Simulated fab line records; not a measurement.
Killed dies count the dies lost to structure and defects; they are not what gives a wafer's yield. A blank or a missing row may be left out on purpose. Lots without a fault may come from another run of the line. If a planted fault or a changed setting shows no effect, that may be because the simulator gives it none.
fab line records	flow ritCmos
record: lots: 14	wafers: 42	lastDay: 7
route steps=202 shown NRETRO@63 PLDD@159 CONTACT@168 M1@184
lots that met no fault: from a run of the same line without faults
startH: the number of hours between the record's first day and the start of the first shown wafer of the lot	waitH: hours elapsed since this lot's preceding step	" unchanged from the row above	L1.1+2: several wafers, shown together as one row	- no value, or no start given	* or withheld: withheld	< > ~ a bound
route shown NAME@n: names a module that has steps shown in the file, with the first one's number in the route	usual: mean/standard deviation of fault-free wafers	same: alike in all rows	chamber/n: place in a boat	sites: the reading at each site	_std_site: standard deviation of those values	_edge_site: inner sites' mean taken away from outer sites' mean	radiusMm: how far each site lies from the wafer's centre	mask NAME#n: copy n	behind: the last tool/chamber to shape the wafer	hold: what put the lot on hold/how long, in hours/how the hold closed	device: which transistor (n, p or np) failed to switch	end of line: tests run on the same wafers once the route is complete	a step without rows: its recipe alone	killed: at the first sort, the dies lost to defects and structure; wafer yield is something else	map: dies across one wafer; x = killed, . = not, _ = none there
set.NAME: the setting as run; set.NAME@STEP: as run at that earlier step	model.NAME: the simulator's own value behind a step, which no gauge read
route steps across a sampled set of lots; one table per step, one row per wafer
services: the hour from which a tool's chamber was out of use, counted from the record's first day as startH (under 0 if before that day), plus the number of hours and why
== steps ==
step: RIT_NRETRO_TW_MEAS_10
usual: NRETRO_TW: 1047/13
lot.wafer	tool	chamber	startH	waitH	NRETRO_TW
L876.2	filmMetro-04	-	37.14	0.1	1038
L876.5	"	-	"	"	1037
L876.6	"	-	"	"	1039
L879.1	filmMetro-02	-	50.39	0.1	1062
L879.2	"	-	"	"	1062
L879.4	"	-	"	"	1064
L880.3	filmMetro-04	-	55.36	0.1	1036
L880.4	"	-	"	"	1037
L880.6	"	-	"	"	1034
L883.1	filmMetro-04	-	73.34	0.1	1034
L883.5	"	-	"	"	1025
L883.6	"	-	"	"	1031
L886.3	filmMetro-02	-	84.15	0.1	1063
L886.4	"	-	"	"	1061
L886.6	"	-	"	"	1056
L887.1	filmMetro-04	-	89.33	0.1	1033
L887.5	"	-	"	"	1025
L887.6	"	-	"	"	1035
L888.3	filmMetro-02	-	93.58	0.1	1059
L888.4	"	-	"	"	1062
L888.5	"	-	"	"	1062
L889.2	filmMetro-04	-	97.74	0.1	1032
L889.4	"	-	"	"	1033
L889.5	"	-	"	"	1031
L891.1	filmMetro-03	-	112.17	0.1	1053
L891.4	"	-	"	"	1054
L891.5	"	-	"	"	1049
L893.1	filmMetro-03	-	117.34	0.1	1052
L893.2	"	-	"	"	1051
L893.4	"	-	"	"	1057
L894.3	filmMetro-03	-	121.28	0.1	1060
L894.4	"	-	"	"	1053
L894.6	"	-	"	"	1059
L896.1	filmMetro-03	-	131.92	0.1	1057
L896.4	"	-	"	"	1061
L896.6	"	-	"	"	1059
L897.2	filmMetro-02	-	135.72	0.1	1056
L897.3	"	-	"	"	1057
L897.6	"	-	"	"	1056
L899.2	filmMetro-04	-	147.00	0.1	1038
L899.3	"	-	"	"	1037
L899.4	"	-	"	"	1030
step: RIT_SDANNEAL_RS_MEAS_06
recipe: thkMeasGauge: four-point-probe
usual: PLDD_RS: 179.0/0.55
lot.wafer	tool	chamber	startH	waitH	PLDD_RS[ohm/sq]
L876.2	filmMetro-04	-	60.61	0.1	177.9
L876.5	"	-	"	"	178.4
L876.6	"	-	"	"	178.4
L879.1	filmMetro-04	-	77.02	0.1	177.9
L879.2	"	-	"	"	178.5
L879.4	"	-	"	"	178.7
L880.3	filmMetro-02	-	79.25	0.1	178.9
L880.4	"	-	"	"	178.6
L880.6	"	-	"	"	179.2
L883.1	filmMetro-04	-	95.96	0.1	178.5
L883.5	"	-	"	"	178.8
L883.6	"	-	"	"	178.6
L886.3	filmMetro-03	-	109.38	0.1	180.1
L886.4	"	-	"	"	179.6
L886.6	"	-	"	"	179.0
L887.1	filmMetro-03	-	114.53	0.1	179.2
L887.5	"	-	"	"	179.7
L887.6	"	-	"	"	179.8
L888.3	filmMetro-02	-	115.61	0.1	179.0
L888.4	"	-	"	"	179.3
L888.5	"	-	"	"	178.9
L889.2	filmMetro-03	-	119.73	0.1	179.6
L889.4	"	-	"	"	180.0
L889.5	"	-	"	"	180.0
L891.1	filmMetro-02	-	134.53	0.1	177.5
L891.4	"	-	"	"	178.5
L891.5	"	-	"	"	178.2
L893.1	filmMetro-03	-	140.35	0.1	179.2
L893.2	"	-	"	"	179.3
L893.4	"	-	"	"	179.7
L894.3	filmMetro-04	-	145.98	0.1	179.1
L894.4	"	-	"	"	179.3
L894.6	"	-	"	"	179.3
L896.1	filmMetro-04	-	153.57	0.1	179.0
L896.4	"	-	"	"	179.0
L896.6	"	-	"	"	178.6
L897.2	filmMetro-03	-	159.91	0.1	178.7
L897.3	"	-	"	"	179.5
L897.6	"	-	"	"	178.4
L899.2	filmMetro-04	-	172.24	0.1	178.4
L899.3	"	-	"	"	178.2
L899.4	"	-	"	"	178.4
step: RIT_CONTACT_CVD_00
recipe: material: SiO2	targetThkNm: 400	precursor: TEOS	tempC: 390	timeS: 61	rfW: 394.2
usual: heaterPowerW: 321/38
lot.wafer	tool	chamber	startH	waitH	heaterPowerW	sinceWetCleanH
L876.2	pecvd-04	0	61.39	0.0	374	1398
L876.5	"	1	"	"	294	-
L876.6	"	0	"	"	378	-
L879.1	pecvd-04	0	77.78	0.1	388	1414
L879.2	"	2	"	"	269	1414
L879.4	"	1	"	"	268	-
L880.3	pecvd-03	1	79.97	0.0	306	231
L880.4	"	2	"	"	251	-
L880.6	"	1	"	"	313	-
L883.1	pecvd-03	1	96.73	0.1	298	247
L883.5	"	0	"	"	395	-
L883.6	"	1	"	"	312	-
L886.3	pecvd-03	1	110.14	0.1	328	-
L886.4	"	0	"	"	375	-
L886.6	"	1	"	"	333	-
L887.1	pecvd-02	0	115.29	0.1	341	671
L887.5	"	0	"	"	261	-
L887.6	"	2	"	"	364	-
L888.3	pecvd-04	2	116.33	0.0	268	1453
L888.4	"	2	"	"	280	-
L888.5	"	1	"	"	317	-
L889.2	pecvd-03	2	120.47	0.0	288	271
L889.4	"	1	"	"	335	-
L889.5	"	2	"	"	292	-
L891.1	pecvd-04	0	135.29	0.1	356	1472
L891.4	"	1	"	"	346	-
L891.5	"	0	"	"	373	-
L893.1	pecvd-02	0	141.11	0.1	286	696
L893.2	"	1	"	"	334	696
L893.4	"	2	"	"	370	-
L894.3	pecvd-04	0	146.69	0.0	372	1483
L894.4	"	0	"	"	383	-
L894.6	"	2	"	"	274	-
L896.1	pecvd-02	1	154.32	0.1	338	710
L896.4	"	0	"	"	349	-
L896.6	"	1	"	"	345	-
L897.2	pecvd-04	1	160.65	0.0	341	1497
L897.3	"	0	"	"	378	1497
L897.6	"	1	"	"	353	-
L899.2	pecvd-02	0	172.98	0.0	308	728
L899.3	"	2	"	"	297	728
L899.4	"	0	"	"	328	-
step: RIT_M1_SPUTTER_00
recipe: material: Al	targetThkNm: 400	powerW: 2000	chamberPressurePa: 0.4	gas: Ar	timeS: 500	substrateTempC: 25
usual: cathodeDcPowerW: 2000.0/0.34	throttleValvePct: 30.1/1.2
lot.wafer	tool	chamber	startH	waitH	cathodeDcPowerW	throttleValvePct
L876.2	pvdSputter-02	-	64.00	0.0	1999.7	31.7
L876.5	"	-	"	"	2000.2	30.4
L876.6	"	-	"	"	1999.5	32.1
L879.1	pvdSputter-02	-	80.28	0.0	2000.1	27.3
L879.2	"	-	"	"	2000.0	30.3
L879.4	"	-	"	"	2000.1	31.0
L880.3	pvdSputter-04	-	82.33	0.0	2000.1	30.6
L880.4	"	-	"	"	2000.0	31.4
L880.6	"	-	"	"	2000.5	30.3
L883.1	pvdSputter-04	-	99.13	0.0	2000.2	30.3
L883.5	"	-	"	"	2000.5	30.2
L883.6	"	-	"	"	2000.2	30.6
L886.3	pvdSputter-01	-	112.53	0.0	1999.8	29.8
L886.4	"	-	"	"	2000.2	30.3
L886.6	"	-	"	"	1999.9	30.6
L887.1	pvdSputter-04	-	117.73	0.0	2000.3	30.3
L887.5	"	-	"	"	1999.8	28.2
L887.6	"	-	"	"	2000.3	30.3
L888.3	pvdSputter-01	-	118.72	0.0	2000.3	30.2
L888.4	"	-	"	"	1999.9	30.2
L888.5	"	-	"	"	1999.7	30.6
L889.2	pvdSputter-04	-	122.71	0.0	1999.7	30.2
L889.4	"	-	"	"	1999.7	28.0
L889.5	"	-	"	"	2000.3	31.5
L891.1	pvdSputter-04	-	137.89	0.0	2000.8	30.6
L891.4	"	-	"	"	2000.3	31.3
L891.5	"	-	"	"	1999.7	30.7
L893.1	pvdSputter-04	-	143.49	0.0	2000.4	31.3
L893.2	"	-	"	"	1999.5	28.0
L893.4	"	-	"	"	2000.2	30.5
L894.3	pvdSputter-01	-	149.07	0.0	2121.0	30.4
L894.4	"	-	"	"	2000.3	29.9
L894.6	"	-	"	"	2000.0	29.6
L896.1	pvdSputter-01	-	156.55	0.0	1999.9	29.5
L896.4	"	-	"	"	2121.1	30.3
L896.6	"	-	"	"	2120.6	30.1
L897.2	pvdSputter-04	-	162.93	0.0	2000.3	30.4
L897.3	"	-	"	"	1999.7	31.5
L897.6	"	-	"	"	2000.2	30.7
L899.2	pvdSputter-04	-	175.48	0.0	2000.0	28.0
L899.3	"	-	"	"	2000.4	31.4
L899.4	"	-	"	"	2000.0	30.2
step: RIT_M1_RS_MEAS_01
recipe: thkMeasGauge: four-point-probe	reads: Al_of_M1_SPUTTER_00
usual: M1_AL_RS: 0.0740/0.00078
lot.wafer	tool	chamber	startH	waitH	hold	M1_AL_RS[ohm/sq]
L876.2	filmMetro-02	-	64.31	0.2	-	0.0736
L876.5	"	-	"	"	-	0.0739
L876.6	"	-	"	"	-	0.0734
L879.1	filmMetro-03	-	80.58	0.1	-	0.0743
L879.2	"	-	"	"	-	0.0742
L879.4	"	-	"	"	-	0.0744
L880.3	filmMetro-04	-	82.67	0.2	-	0.0745
L880.4	"	-	"	"	-	0.0738
L880.6	"	-	"	"	-	0.0746
L883.1	filmMetro-02	-	99.43	0.1	-	0.0730
L883.5	"	-	"	"	-	0.0731
L883.6	"	-	"	"	-	0.0734
L886.3	filmMetro-04	-	112.86	0.2	-	0.0729
L886.4	"	-	"	"	-	0.0745
L886.6	"	-	"	"	-	0.0744
L887.1	filmMetro-03	-	118.02	0.1	-	0.0741
L887.5	"	-	"	"	-	0.0748
L887.6	"	-	"	"	-	0.0739
L888.3	filmMetro-02	-	119.06	0.2	-	0.0759
L888.4	"	-	"	"	-	0.0744
L888.5	"	-	"	"	-	0.0755
L889.2	filmMetro-03	-	123.02	0.2	-	0.0746
L889.4	"	-	"	"	-	0.0750
L889.5	"	-	"	"	-	0.0737
L891.1	filmMetro-02	-	138.19	0.1	-	0.0748
L891.4	"	-	"	"	-	0.0735
L891.5	"	-	"	"	-	0.0747
L893.1	filmMetro-04	-	143.78	0.1	-	0.0735
L893.2	"	-	"	"	-	0.0741
L893.4	"	-	"	"	-	0.0740
L894.3	filmMetro-03	-	149.41	0.2	awaitDispo/0.2h/release	0.0693
L894.4	"	-	"	"	awaitDispo/0.2h/release	0.0721
L894.6	"	-	"	"	awaitDispo/0.2h/release	0.0725
L894.3	filmMetro-03	-	149.84	0.4	-	0.0694
L894.4	"	-	"	"	-	0.0723
L894.6	"	-	"	"	-	0.0726
L896.1	filmMetro-02	-	156.84	0.1	awaitDispo/0.2h/release	0.0742
L896.4	"	-	"	"	awaitDispo/0.2h/release	0.0710
L896.6	"	-	"	"	awaitDispo/0.2h/release	0.0705
L896.1	filmMetro-02	-	157.13	0.3	-	0.0742
L896.4	"	-	"	"	-	0.0711
L896.6	"	-	"	"	-	0.0707
L897.2	filmMetro-03	-	163.25	0.2	-	0.0747
L897.3	"	-	"	"	-	0.0734
L897.6	"	-	"	"	-	0.0743
L899.2	filmMetro-02	-	175.80	0.2	-	0.0738
L899.3	"	-	"	"	-	0.0728
L899.4	"	-	"	"	-	0.0733
step: RIT_M1_THK_MEAS_02
recipe: thkMeasGauge: xrf	reads: Al_of_M1_SPUTTER_00
usual: M1_AL_THK: 398/4.3
lot.wafer	tool	chamber	startH	waitH	hold	M1_AL_THK[nm]
L876.2	filmMetro-02	-	64.42	0.1	-	398
L876.5	"	-	"	"	-	395
L876.6	"	-	"	"	-	399
L879.1	filmMetro-03	-	80.70	0.1	-	398
L879.2	"	-	"	"	-	399
L879.4	"	-	"	"	-	398
L880.3	filmMetro-04	-	82.77	0.1	-	394
L880.4	"	-	"	"	-	398
L880.6	"	-	"	"	-	393
L883.1	filmMetro-02	-	99.55	0.1	-	400
L883.5	"	-	"	"	-	403
L883.6	"	-	"	"	-	400
L886.3	filmMetro-04	-	112.96	0.1	-	405
L886.4	"	-	"	"	-	398
L886.6	"	-	"	"	-	399
L887.1	filmMetro-03	-	118.14	0.1	-	396
L887.5	"	-	"	"	-	396
L887.6	"	-	"	"	-	399
L888.3	filmMetro-02	-	119.16	0.1	-	387
L888.4	"	-	"	"	-	394
L888.5	"	-	"	"	-	390
L889.2	filmMetro-03	-	123.13	0.1	-	394
L889.4	"	-	"	"	-	396
L889.5	"	-	"	"	-	401
L891.1	filmMetro-02	-	138.31	0.1	-	394
L891.4	"	-	"	"	-	400
L891.5	"	-	"	"	-	394
L893.1	filmMetro-04	-	143.90	0.1	-	401
L893.2	"	-	"	"	-	398
L893.4	"	-	"	"	-	399
L894.3	filmMetro-03	-	150.96	1.1	awaitDispo/0.2h/release	426
L894.4	"	-	"	"	awaitDispo/0.2h/release	408
L894.6	"	-	"	"	awaitDispo/0.2h/release	407
L894.3	filmMetro-03	-	151.22	0.2	-	425
L894.4	"	-	"	"	-	410
L894.6	"	-	"	"	-	409
L897.2	filmMetro-03	-	163.36	0.1	-	398
L897.3	"	-	"	"	-	405
L897.6	"	-	"	"	-	397
L896.1	filmMetro-02	-	165.89	8.7	awaitDispo/8.6h/release	396
L896.4	"	-	"	"	awaitDispo/8.6h/release	411
L896.6	"	-	"	"	awaitDispo/8.6h/release	415
L899.2	filmMetro-02	-	175.91	0.1	-	395
L899.3	"	-	"	"	-	403
L899.4	"	-	"	"	-	402
step: RIT_M1_PROBE_99
usual: defectLimitedYield: 97.4/1.2	killedAtContacts: 0.1/0.24	killedAtFrontEnd: 7/3.2	killedDies: 7/3.2	killedOpen: 3.4/2	killedShort: 3.5/2.2	sort_bin_3_pad_short: 0.1/0.21	sort_bin_5_function: 1.6/0.79	sort_bin_6_memory: 0.9/0.72	sortNPass: 257/3.2	sortYieldPct: 97.4/1.2
same: grossDies: 264	killed_at_M0_to_M3: 0	killed_at_M4_up: 0	killedAtBackSide: 0	killedAtOther: 0
lot.wafer	tool	chamber	startH	waitH	hold	defectLimitedYield[%]	killedAtContacts	killedAtFrontEnd	killedDies	killedOpen	killedShort	sort_bin_3_pad_short[%]	sort_bin_5_function[%]	sort_bin_6_memory[%]	sortNPass	sortYieldPct[%]
L876.2	prober-01	-	68.24	0.1	-	98.5	1	3	4	1	3	0	0.8	0.8	260	98.5
L876.5	prober-01	-	68.39	0.2	-	98.5	0	4	4	2	2	0.4	1.1	0	260	98.5
L876.6	prober-01	-	68.44	0.2	-	97.7	0	6	6	2	4	0	1.5	0.8	258	97.7
L879.1	prober-01	-	84.45	0.1	-	98.5	0	4	4	3	1	0.4	0.4	0.8	260	98.5
L879.2	prober-01	-	84.50	0.1	-	99.2	0	2	2	2	0	0	0.8	0	262	99.2
L879.4	prober-01	-	84.60	0.2	-	98.5	0	4	4	3	1	0	1.5	0	260	98.5
L880.3	prober-02	-	86.58	0.2	-	97.0	0	8	8	5	3	0	2.3	0.8	256	97.0
L880.4	prober-02	-	86.63	0.2	-	95.8	0	11	11	5	6	0	2.3	1.9	253	95.8
L880.6	prober-02	-	86.73	0.2	-	95.5	0	12	12	6	6	0	3.0	1.5	252	95.5
L883.1	prober-01	-	103.27	0.1	-	97.7	0	6	6	3	3	0	1.9	0.4	258	97.7
L883.5	prober-01	-	103.47	0.2	-	96.6	0	9	9	5	4	0.4	2.7	0.4	255	96.6
L883.6	prober-01	-	103.52	0.2	-	97.3	0	7	7	5	2	0	2.3	0.4	257	97.3
L886.3	prober-02	-	116.85	0.2	-	98.1	0	5	5	2	3	0.4	1.1	0.4	259	98.1
L886.4	prober-02	-	116.90	0.2	-	98.1	0	5	5	3	2	0	0.8	1.1	259	98.1
L886.6	prober-02	-	117.00	0.2	-	98.1	0	5	5	3	2	0	1.5	0.4	259	98.1
L887.1	prober-01	-	121.89	0.1	-	97.7	0	6	6	3	3	0	1.9	0.4	258	97.7
L887.5	prober-01	-	122.09	0.2	-	94.7	0	14	14	7	7	0	3.0	2.3	250	94.7
L887.6	prober-01	-	122.14	0.2	-	95.5	0	12	12	4	8	0.4	2.7	1.5	252	95.5
L888.3	prober-02	-	123.49	0.2	-	98.1	0	5	5	3	2	0	1.9	0	259	98.1
L888.4	prober-02	-	123.54	0.2	-	97.7	0	6	6	3	3	0.4	1.1	0.8	258	97.7
L888.5	prober-02	-	123.59	0.2	-	97.7	0	6	6	5	1	0	1.1	1.1	258	97.7
L889.2	prober-01	-	126.89	0.1	-	96.6	0	9	9	3	6	0.4	1.1	1.9	255	96.6
L889.4	prober-01	-	126.99	0.2	-	97.3	0	7	7	3	4	0	2.3	0.4	257	97.3
L889.5	prober-01	-	127.04	0.2	-	97.0	0	8	8	4	4	0	2.7	0.4	256	97.0
L891.1	prober-01	-	142.11	0.1	-	96.6	0	9	9	4	5	0.4	3.0	0	255	96.6
L891.4	prober-01	-	142.26	0.2	-	98.1	0	5	5	3	2	0	1.1	0.8	259	98.1
L891.5	prober-01	-	142.31	0.2	-	98.5	0	4	4	1	3	0	1.5	0	260	98.5
L893.1	prober-01	-	147.50	0.1	-	97.0	0	8	8	4	4	0.4	2.3	0.4	256	97.0
L893.2	prober-01	-	147.55	0.1	-	98.1	0	5	5	4	1	0	1.9	0	259	98.1
L893.4	prober-01	-	147.65	0.2	-	95.1	0	13	13	9	4	0.4	2.7	1.9	251	95.1
L894.3	prober-02	-	163.30	3.9	awaitDispo/3.7h/release	96.6	0	9	9	3	6	0.8	2.3	0.4	255	96.6
L894.4	prober-02	-	163.35	3.9	awaitDispo/3.7h/release	98.5	0	4	4	3	1	0	0.8	0.8	260	98.5
L894.6	prober-02	-	163.45	4.0	awaitDispo/3.7h/release	97.3	0	7	7	5	2	0	1.1	1.5	257	97.3
L897.2	prober-01	-	167.26	0.1	-	98.9	1	2	3	0	3	0	0.4	0.8	261	98.9
L897.3	prober-01	-	167.31	0.2	-	97.3	0	7	7	6	1	0	1.9	0.8	257	97.3
L897.6	prober-01	-	167.46	0.2	-	95.1	0	13	13	6	7	0	3.8	1.1	251	95.1
L896.1	prober-02	-	172.40	2.7	awaitDispo/2.6h/release	97.3	0	7	7	3	4	0	2.3	0.4	257	97.3
L896.4	prober-02	-	172.55	2.8	awaitDispo/2.6h/release	98.5	0	4	4	4	0	0	0.8	0.8	260	98.5
L896.6	prober-02	-	172.65	2.9	awaitDispo/2.6h/release	98.1	0	5	5	2	3	0.4	0.8	0.8	259	98.1
L899.2	prober-01	-	179.55	0.1	-	97.0	0	8	8	1	7	0.4	1.1	1.5	256	97.0
L899.3	prober-01	-	179.60	0.2	-	99.2	0	2	2	2	0	0	0.4	0.4	262	99.2
L899.4	prober-01	-	179.65	0.2	-	98.9	0	3	3	2	1	0	0.8	0.4	261	98.9
killed by level:class
L876.2 SPACER:geometricParticle:short=2 GATE:geometricParticle:open=1 CONTACT:geometricParticle:short=1
L876.5 GATE:geometricParticle:short=2 FOX2:geometricParticle:open=1 GATE:geometricParticle:open=1
L876.6 GATE:geometricParticle:open=2 GATE:geometricParticle:short=2 REOX:geometricParticle:short=1 SPACER:geometricParticle:short=1
L879.1 GATE:geometricParticle:open=1 REOX:geometricParticle:short=1 REOX:geometricParticle:open=1 SPACER:geometricParticle:open=1
L879.2 GATE:geometricParticle:open=1 SPACER:geometricParticle:open=1
L879.4 FOX1:geometricParticle:open=1 GATE:geometricParticle:open=1 SPACER:geometricParticle:short=1 SILICIDE:geometricParticle:open=1
L880.3 GATE:geometricParticle:short=2 GATE:geometricParticle:open=2 FOX1:geometricParticle:open=1 FOX2:geometricParticle:open=1 REOX:geometricParticle:open=1 SPACER:geometricParticle:short=1
L880.4 SPACER:geometricParticle:short=3 FOX2:geometricParticle:short=2 SPACER:geometricParticle:open=2 GATE:geometricParticle:short=1 GATE:geometricParticle:open=1 REOX:geometricParticle:open=1 SILICIDE:geometricParticle:open=1
L880.6 SPACER:geometricParticle:open=4 SILICIDE:geometricParticle:short=3 FOX1:geometricParticle:open=1 FOX2:geometricParticle:short=1 GATE:geometricParticle:open=1 REOX:geometricParticle:short=1 SPACER:geometricParticle:short=1
L883.1 SPACER:geometricParticle:short=2 FOX1:geometricParticle:open=1 GATE:geometricParticle:short=1 SPACER:geometricParticle:open=1 SILICIDE:geometricParticle:open=1
L883.5 GATE:geometricParticle:short=3 GATE:geometricParticle:open=2 SPACER:geometricParticle:open=2 FOX1:geometricParticle:short=1 FOX2:geometricParticle:open=1
L883.6 GATE:geometricParticle:open=3 FOX2:geometricParticle:short=1 REOX:geometricParticle:open=1 SPACER:geometricParticle:open=1 SPACER:geometricParticle:short=1
L886.3 FOX1:geometricParticle:short=1 FOX2:geometricParticle:short=1 GATE:geometricParticle:open=1 REOX:geometricParticle:open=1 SPACER:geometricParticle:short=1
L886.4 FOX2:geometricParticle:open=1 GATE:geometricParticle:open=1 GATE:geometricParticle:short=1 SPACER:geometricParticle:short=1 SPACER:geometricParticle:open=1
L886.6 SILICIDE:geometricParticle:open=2 GATE:geometricParticle:short=1 GATE:geometricParticle:open=1 REOX:geometricParticle:short=1
L887.1 GATE:geometricParticle:short=3 GATE:geometricParticle:open=3
L887.5 GATE:geometricParticle:open=6 GATE:geometricParticle:short=4 REOX:geometricParticle:short=2 FOX1:geometricParticle:open=1 FOX2:geometricParticle:short=1
L887.6 GATE:geometricParticle:short=3 FOX1:geometricParticle:short=2 FOX2:geometricParticle:open=2 GATE:geometricParticle:open=2 REOX:geometricParticle:short=2 FOX2:geometricParticle:short=1
L888.3 FOX2:geometricParticle:open=1 FOX2:geometricParticle:short=1 GATE:geometricParticle:open=1 GATE:geometricParticle:short=1 SILICIDE:geometricParticle:open=1
L888.4 FOX2:geometricParticle:short=2 FOX1:geometricParticle:open=1 SPACER:geometricParticle:open=1 SILICIDE:geometricParticle:open=1 SILICIDE:geometricParticle:short=1
L888.5 FOX2:geometricParticle:open=2 SPACER:geometricParticle:open=2 GATE:geometricParticle:short=1 GATE:geometricParticle:open=1
L889.2 REOX:geometricParticle:short=2 SILICIDE:geometricParticle:short=2 FOX1:geometricParticle:open=1 GATE:geometricParticle:short=1 REOX:geometricParticle:open=1 SPACER:geometricParticle:short=1 SILICIDE:geometricParticle:open=1
L889.4 SPACER:geometricParticle:open=2 FOX1:geometricParticle:short=1 GATE:geometricParticle:short=1 REOX:geometricParticle:short=1 SPACER:geometricParticle:short=1 SILICIDE:geometricParticle:open=1
L889.5 GATE:geometricParticle:open=2 FOX1:geometricParticle:short=1 GATE:geometricParticle:short=1 REOX:geometricParticle:open=1 REOX:geometricParticle:short=1 SILICIDE:geometricParticle:short=1 SILICIDE:geometricParticle:open=1
L891.1 FOX2:geometricParticle:short=2 FOX1:geometricParticle:short=1 FOX2:geometricParticle:open=1 GATE:geometricParticle:open=1 REOX:geometricParticle:open=1 SPACER:geometricParticle:short=1 SPACER:geometricParticle:open=1 SILICIDE:geometricParticle:short=1
L891.4 FOX1:geometricParticle:open=1 FOX2:geometricParticle:open=1 GATE:geometricParticle:short=1 REOX:geometricParticle:short=1 REOX:geometricParticle:open=1
L891.5 FOX1:geometricParticle:short=1 FOX2:geometricParticle:short=1 GATE:geometricParticle:short=1 SPACER:geometricParticle:open=1
L893.1 FOX1:geometricParticle:open=2 FOX2:geometricParticle:short=2 GATE:geometricParticle:short=1 REOX:geometricParticle:open=1 REOX:geometricParticle:short=1 SPACER:geometricParticle:open=1
L893.2 GATE:geometricParticle:open=3 FOX1:geometricParticle:open=1 SILICIDE:geometricParticle:short=1
L893.4 REOX:geometricParticle:open=3 FOX2:geometricParticle:open=2 GATE:geometricParticle:short=2 GATE:geometricParticle:open=2 FOX1:geometricParticle:open=1 REOX:geometricParticle:short=1 SILICIDE:geometricParticle:open=1 SILICIDE:geometricParticle:short=1
L894.3 SPACER:geometricParticle:short=2 SILICIDE:geometricParticle:short=2 GATE:geometricParticle:open=1 GATE:geometricParticle:short=1 REOX:geometricParticle:short=1 SPACER:geometricParticle:open=1 SILICIDE:geometricParticle:open=1
L894.4 GATE:geometricParticle:open=2 GATE:geometricParticle:short=1 SILICIDE:geometricParticle:open=1
L894.6 GATE:geometricParticle:open=2 FOX2:geometricParticle:short=1 FOX2:geometricParticle:open=1 GATE:geometricParticle:short=1 SPACER:geometricParticle:open=1 SILICIDE:geometricParticle:open=1
L897.2 GATE:geometricParticle:short=1 SPACER:geometricParticle:short=1 CONTACT:geometricParticle:short=1
L897.3 SPACER:geometricParticle:open=2 FOX1:geometricParticle:open=1 GATE:geometricParticle:open=1 REOX:geometricParticle:open=1 REOX:geometricParticle:short=1 SILICIDE:geometricParticle:open=1
L897.6 SPACER:geometricParticle:short=3 FOX1:geometricParticle:open=2 GATE:geometricParticle:short=2 SPACER:geometricParticle:open=2 GATE:geometricParticle:open=1 REOX:geometricParticle:short=1 SILICIDE:geometricParticle:open=1 SILICIDE:geometricParticle:short=1
L896.1 SPACER:geometricParticle:short=2 FOX2:geometricParticle:short=1 GATE:geometricParticle:open=1 GATE:geometricParticle:short=1 SPACER:geometricParticle:open=1 SILICIDE:geometricParticle:open=1
L896.4 FOX2:geometricParticle:open=2 SPACER:geometricParticle:open=2
L896.6 SPACER:geometricParticle:open=2 FOX2:geometricParticle:short=1 GATE:geometricParticle:short=1 SPACER:geometricParticle:short=1
L899.2 GATE:geometricParticle:short=5 FOX1:geometricParticle:short=2 GATE:geometricParticle:open=1
L899.3 FOX2:geometricParticle:open=1 GATE:geometricParticle:open=1
L899.4 FOX2:geometricParticle:short=1 REOX:geometricParticle:open=1 STARTING-WAFER:geometricParticle:open=1
== services ==
tool	chamber	startH	hours	kind
pecvd-03	0	55.13	3.2	repair
pvdSputter-02	-	55.32	1.1	repair
pvdSputter-01	-	72.13	2.8	repair
pvdSputter-04	-	72.92	2.5	repair
pvdSputter-02	-	74.57	2.5	repair
pecvd-02	-	77.47	0.3	repair
pecvd-04	2	82.32	15.6	repair
pecvd-03	2	107.05	5.6	repair
pecvd-02	1	114.88	9.0	repair
== key ==
firstSign: step: RIT_M1_SPUTTER_00	reading: cathodeDcPowerW	direction: up	sigmas: 99+	usual: 2000.0	struck: 2120.9
effect: step: RIT_M1_RS_MEAS_01	reading: visit	direction: added
effect: step: RIT_M1_THK_MEAS_02	reading: M1_AL_THK	direction: up	sigmas: 4.5	usual: 398	struck: 417
metAt RIT_M1_SPUTTER_00
struckLots L894,L896
struckWafers L894.3,L896.4,L896.6
notActingAt RIT_NRETRO_TW_MEAS_10,RIT_SDANNEAL_RS_MEAS_06,RIT_CONTACT_CVD_00
onsetBetween 118.72 149.07
fault: kind: processParameterDrift	tool: pvdSputter-01	chamber: -	onsetH: 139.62	steps: RIT_M1_SPUTTER_00	channel: powerW	offset: 121.06	shape: step	endH: 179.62	actsIn: theseRecipesOnly	stated: 2000	scope: struckWafersOnly
